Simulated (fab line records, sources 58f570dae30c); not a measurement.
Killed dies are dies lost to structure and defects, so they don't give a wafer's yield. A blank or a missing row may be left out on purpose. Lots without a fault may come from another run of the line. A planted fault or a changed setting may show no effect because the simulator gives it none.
Which tool did it? | flow berkeley_cmos170 | 14 lots, 42 wafers sampled, at 1 step of a route of 331

WHAT THE GAUGES READ, wafer by wafer
UCB170_NVT_OVL_MEAS_06. Usual: NVT_OVL 2 nm, standard deviation 5.1.
lot  | measured     | on         | NVT_OVL (nm) | flag
L617 | day 6 20:32  | overlay-01 | 6 2 4        |
L621 | day 8 03:09  | overlay-01 | -6 -2 10     |
L619 | day 8 03:10  | overlay-02 | 8 -6 5       |
L618 | day 8 03:26  | overlay-01 | 2 3 -5       |
L620 | day 8 03:42  | overlay-01 | 4 0 -8       |
L622 | day 8 13:57  | overlay-02 | 13 8 9       |
L623 | day 8 14:14  | overlay-01 | 1 -3 3       |
L625 | day 8 23:26  | overlay-02 | 0 10 5       |
L624 | day 8 23:40  | overlay-01 | 4 -10 -4     |
L628 | day 9 16:50  | overlay-01 | 6 10 8       |
L634 | day 11 04:51 | overlay-01 | 7 0 5        |
L635 | day 11 04:52 | overlay-02 | 4 4 11       |
L637 | day 11 05:18 | overlay-01 | 4 -8 7       |
L633 | day 11 05:35 | overlay-01 | 3 2 0        |

WHICH TOOL RAN EACH LOT (tool, then ch and the chambers of the sampled wafers, then the start)
The record holds no process step before these readings.

WHAT THE TOOLS THEMSELVES READ (means of the sampled wafers that have a number; where no wafer has one, the mark that the record gives instead)
The record holds no such reading with a usual standard deviation.

THE ANSWER, worked out from the rows above alone
Rule: a lot is off if the mean of its wafers that have a number lies more than 3 standard deviations from the usual mean. A lot without any number at a reading at which 4 lots or more have one is off too. The other lots that the step has rows for count as sound. The gauges are gone through in route order, then the tools' own readings, and for those a lot's mean is taken as printed above. The first step at which some lot is off is used, and at that step the reading that is off furthest; a lot without a number counts as furthest.
No lot is off at any reading shown: from this, nothing can be told.

WHAT THE SIMULATOR HAD PUT IN
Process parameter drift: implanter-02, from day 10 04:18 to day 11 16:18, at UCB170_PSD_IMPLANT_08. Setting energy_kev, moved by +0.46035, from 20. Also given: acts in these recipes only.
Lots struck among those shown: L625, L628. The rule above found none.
